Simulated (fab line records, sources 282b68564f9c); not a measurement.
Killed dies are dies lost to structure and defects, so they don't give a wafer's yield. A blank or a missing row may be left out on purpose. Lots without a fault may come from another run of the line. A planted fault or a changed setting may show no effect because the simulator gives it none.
Which tool did it? | flow rit_cmos | 14 lots, 42 wafers sampled, at 3 steps of a route of 202

WHAT THE GAUGES READ, wafer by wafer
RIT_PWELL_TW_MEAS_10.
lot  | measured    | on            | PWELL_TW
L433 | day 1 23:21 | film_metro-03 | 950 954 953
L436 | day 2 14:57 | film_metro-03 | 957 954 955
L437 | day 2 19:41 | film_metro-02 | 959 959 951
L438 | day 3 00:02 | film_metro-02 | 957 949 951
L440 | day 3 11:16 | film_metro-02 | 957 952 951
L441 | day 3 16:44 | film_metro-03 | 951 945 949
L442 | day 3 20:26 | film_metro-03 | 950 948 957
L444 | day 4 06:23 | film_metro-01 | 976 976 972
L449 | day 5 07:47 | film_metro-01 | 986 987 983
L450 | day 5 14:11 | film_metro-02 | 957 951 954
L451 | day 5 20:14 | film_metro-02 | 956 956 956
L453 | day 6 04:17 | film_metro-02 | 953 953 960
L455 | day 6 14:17 | film_metro-01 | 956 955 956
L456 | day 6 18:06 | film_metro-02 | 950 957 953

RIT_WELLDRIVE_RS_MEAS_02: measures by four-point-probe.
lot  | measured    | on            | PWELL_RS (ohm/sq)
L433 | day 2 04:37 | film_metro-01 | 430.9 431.1 429.7
L436 | day 2 20:13 | film_metro-02 | 430.2 431.8 430.6
L437 | day 3 01:01 | film_metro-01 | 429.7 430.8 429.8
L438 | day 3 05:18 | film_metro-02 | 429.2 430.1 429.7
L440 | day 3 16:32 | film_metro-02 | 429.5 428.4 428.6
L441 | day 3 22:01 | film_metro-01 | 429.9 430.5 429.6
L442 | day 4 02:41 | film_metro-03 | 430.1 429.7 429.6
L444 | day 4 11:40 | film_metro-03 | 405.6 405.4 405.6
L449 | day 5 13:48 | film_metro-03 | 404.7 404.8 405.3
L450 | day 5 19:30 | film_metro-03 | 430.6 429.6 430.1
L451 | day 6 02:28 | film_metro-01 | 427.7 428.4 428.4
L453 | day 6 10:06 | film_metro-02 | 428.3 428.2 429.2
L455 | day 6 19:34 | film_metro-01 | 430.6 430.8 431.8
L456 | day 6 23:22 | film_metro-02 | 430.7 430.9 429.3

WHICH TOOL RAN EACH LOT (tool, then ch and the chambers of the sampled wafers, then the start)
lot  | RIT_PWELL_IMPLANT_08
L433 | implanter-04 ch 0, day 1 23:01
L436 | implanter-04 ch 0, day 2 14:38
L437 | implanter-03 ch 0, day 2 19:22
L438 | implanter-02 ch 0, day 2 23:43
L440 | implanter-02 ch 0, day 3 10:57
L441 | implanter-04 ch 0, day 3 16:26
L442 | implanter-02 ch 0, day 3 20:06
L444 | implanter-04 ch 0, day 4 06:04
L449 | implanter-04 ch 0, day 5 07:27
L450 | implanter-03 ch 0, day 5 13:52
L451 | implanter-03 ch 0, day 5 19:56
L453 | implanter-02 ch 0, day 6 03:59
L455 | implanter-03 ch 0, day 6 14:00
L456 | implanter-02 ch 0, day 6 17:47
- RIT_PWELL_IMPLANT_08

WHAT THE TOOLS THEMSELVES READ (means of the sampled wafers that have a number; where no wafer has one, the mark that the record gives instead)
RIT_PWELL_IMPLANT_08.
lot  | tool         | dose_ions_cm2 | faraday_current_uA
L433 | implanter-04 | 7e+13         | 223
L436 | implanter-04 | 7e+13         | 225
L437 | implanter-03 | 7e+13         | 223
L438 | implanter-02 | 7e+13         | 223
L440 | implanter-02 | 7e+13         | 219
L441 | implanter-04 | 7e+13         | 225
L442 | implanter-02 | 7e+13         | 219
L444 | implanter-04 | 8e+13         | 245
L449 | implanter-04 | 8e+13         | 248
L450 | implanter-03 | 7e+13         | 220
L451 | implanter-03 | 7e+13         | 225
L453 | implanter-02 | 7e+13         | 221
L455 | implanter-03 | 7e+13         | 222
L456 | implanter-02 | 7e+13         | 222

THE ANSWER, worked out from the rows above alone
Rule: what is usual is taken from the lots themselves. Put in order of their means at a reading, lots are off if they are a third of the lots or fewer, leave a main group of 4 or more, and stand apart from it by a gap of 3 or more times the standard deviation of the main group's means; of several such gaps the widest counts. A main group whose means are all the same, to the digits that the tables above print for the reading, isn't used. A lot without any number at a reading at which 4 lots or more have one is off too. The other lots that the step has rows for count as sound. The gauges are gone through in route order, then the tools' own readings, and for those a lot's mean is taken as printed above. The first step at which some lot is off is used, and at that step the reading that is off furthest; a lot without a number counts as furthest.
Off: L444, L449, at RIT_PWELL_TW_MEAS_10 (PWELL_TW). The main group: mean 954, standard deviation 2.2.
A tool fits if, at a process step before that reading, it ran every lot that is off, and no sound lot after the first of them. The gauges at RIT_PWELL_TW_MEAS_10 aren't tried: what is off there is off at RIT_WELLDRIVE_RS_MEAS_02 too, on other tools, and a gauge's error can't cause that. One fits: implanter-04 at RIT_PWELL_IMPLANT_08. Its last sound lot is L441 (day 3 16:26), its first lot that is off L444 (day 4 06:04): a fault that began between those two fits.
The tool's own readings at RIT_PWELL_IMPLANT_08 bear it out: on the lots that are off they differ by more than 5 times the standard deviation of the sound lots' means. dose_ions_cm2 reads 8e+13 there against 7e+13 on the sound lots; faraday_current_uA reads 246 there against 222 on the sound lots.

WHAT THE SIMULATOR HAD PUT IN
Process parameter drift: implanter-04, from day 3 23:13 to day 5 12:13, at RIT_PWELL_IMPLANT_08. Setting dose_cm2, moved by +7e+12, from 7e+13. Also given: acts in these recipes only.
Lots struck among those shown: L444, L449. The rule above found the same.
